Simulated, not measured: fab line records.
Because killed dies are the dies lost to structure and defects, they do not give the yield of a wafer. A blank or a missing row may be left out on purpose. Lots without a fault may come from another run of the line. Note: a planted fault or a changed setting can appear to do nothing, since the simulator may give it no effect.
Which of the tools did it?	flow rit-cmos	14 lots, 42 wafers sampled, at 2 steps of a route of 202

== WHAT THE GAUGES READ, wafer by wafer ==
No reading from a measuring or inspecting step in the record can be judged against a usual standard deviation.

== TOOL THAT RAN EACH LOT (tool first, then ch and the chambers of the sampled wafers, then the start) ==
lot	RIT_FOX1_OXIDATION_00	RIT_M1_PROBE_99
L110	furnace-01 ch 0, day 1 18:18	-
L111	furnace-02 ch 0, day 1 20:43	-
L112	furnace-02 ch 0, day 2 01:44	-
L113	furnace-01 ch 0, day 2 08:03	-
L114	furnace-02 ch 0, day 2 11:43	-
L118	furnace-01 ch 0, day 3 09:07	-
L119	furnace-02 ch 0, day 3 12:50	-
L121	furnace-01 ch 0, day 4 00:17	-
L125	furnace-04 ch 0, day 4 19:20	-
L127	furnace-02 ch 0, day 5 04:31	-
L128	furnace-04 ch 0, day 5 12:47	-
L129	furnace-04 ch 0, day 5 14:39	prober-01, day 7 10:53
L132	furnace-02 ch 0, day 6 05:41	prober-02, day 7 23:55
L133	furnace-02 ch 0, day 6 10:39	-
- RIT_FOX1_OXIDATION_00: target thk 350.7 nm, ox time 1130 s.
- RIT_M1_PROBE_99

== AS READ BY THE TOOLS THEMSELVES (means over the sampled wafers that have a number; for cases with no such wafer, the mark the record gives instead) ==
RIT_FOX1_OXIDATION_00. Usual: spike-tc-centre-C 1102.2 C, standard deviation 0.92; spike-tc-load-C 1126.7 C, standard deviation 2.3; spike-tc-source-C 1127.5 C, standard deviation 1.4; tube-center-temp-C 1100 C, standard deviation 0.1; tube_center_temp_C_max 1102.8, standard deviation 0.48.
lot	tool	spike-tc-centre-C (C)	spike-tc-load-C (C)	spike-tc-source-C (C)	tube-center-temp-C (C)	tube_center_temp_C_max	flag
L110	furnace-01	1101.9	1129.0	1128.0	1100	1103.2	
L111	furnace-02	1100.8	1124.9	1127.3	1100	1102.8	
L112	furnace-02	1102.7	1124.5	1127.7	1100	1103.0	
L113	furnace-01	1101.8	1128.0	1128.4	1100	1102.3	
L114	furnace-02	1101.8	1124.8	1126.7	1100	1103.4	
L118	furnace-01	1090.3	1116.4	1117.9	1088	1090.8	OFF
L119	furnace-02	1102.4	1124.4	1127.1	1100	1102.7	
L121	furnace-01	1089.9	1116.4	1116.5	1088	1090.5	OFF
L125	furnace-04	1102.7	1128.7	1125.7	1100	1102.9	
L127	furnace-02	1102.4	1124.7	1128.5	1100	1102.8	
L128	furnace-04	1102.7	1128.3	1126.8	1100	1103.0	
L129	furnace-04	1102.7	1128.7	1126.7	1100	1102.2	
L132	furnace-02	1101.7	1125.0	1126.9	1100	1102.7	
L133	furnace-02	1102.5	1125.5	1126.9	1100	1102.5	

RIT_M1_PROBE_99. Usual: killed-at-contacts 0.1, standard deviation 0.31; killed-at-front-end 7, standard deviation 3.2; killed-dies 7, standard deviation 3.2; killed-open 3.6, standard deviation 2.1; killed-short 3.5, standard deviation 2.1.
lot	tool	killed-at-contacts	killed-at-front-end	killed-dies	killed-open	killed-short	flag
L129	prober-01	0.0	8	8	4.7	3.7	
L132	prober-02	0.3	5	5	2.7	2.3	

== THE ANSWER, worked out from the rows above alone ==
Rule: a lot is off if the mean of its wafers that have a number lies more than 3 standard deviations from the usual mean. A lot without any number at a reading at which 4 lots or more have one is off too. The other lots that the step has rows for count as sound. First the gauges in route order, then the tools' own readings, where a lot's mean is used as printed above. At the first step where some lot is off, the reading lying furthest off is the one used; lots without a number count as furthest.
Off, at RIT_FOX1_OXIDATION_00 on tube-center-temp-C: L118, L121.
If a tool, at that step or one of the process steps before it, ran each lot that is off and ran no sound lot following the first of them, it fits. One fits: furnace-01 at RIT_FOX1_OXIDATION_00. A fault onset in the window from L113 (day 2 08:03, its last sound lot) to L118 (day 3 09:07, its first lot off) fits.
The tool's own readings at RIT_FOX1_OXIDATION_00 bear it out: on the lots that are off they differ by more than 5 times the standard deviation of the sound lots' means. spike-tc-centre-C reads 1090.1 C there against 1102.2 C on the sound lots; spike-tc-load-C reads 1116.4 C there against 1126.4 C on the sound lots; spike-tc-source-C reads 1117.2 C there against 1127.2 C on the sound lots; tube-center-temp-C reads 1088 C there against 1100 C on the sound lots; tube_center_temp_C_max reads 1090.7 there against 1102.8 on the sound lots.

== WHAT WAS PUT IN BY THE SIMULATOR ==
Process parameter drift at RIT_FOX1_OXIDATION_00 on furnace-01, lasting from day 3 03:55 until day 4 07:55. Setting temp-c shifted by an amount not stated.
Struck lots among those shown: L118, L121. The rule above reached the same finding.
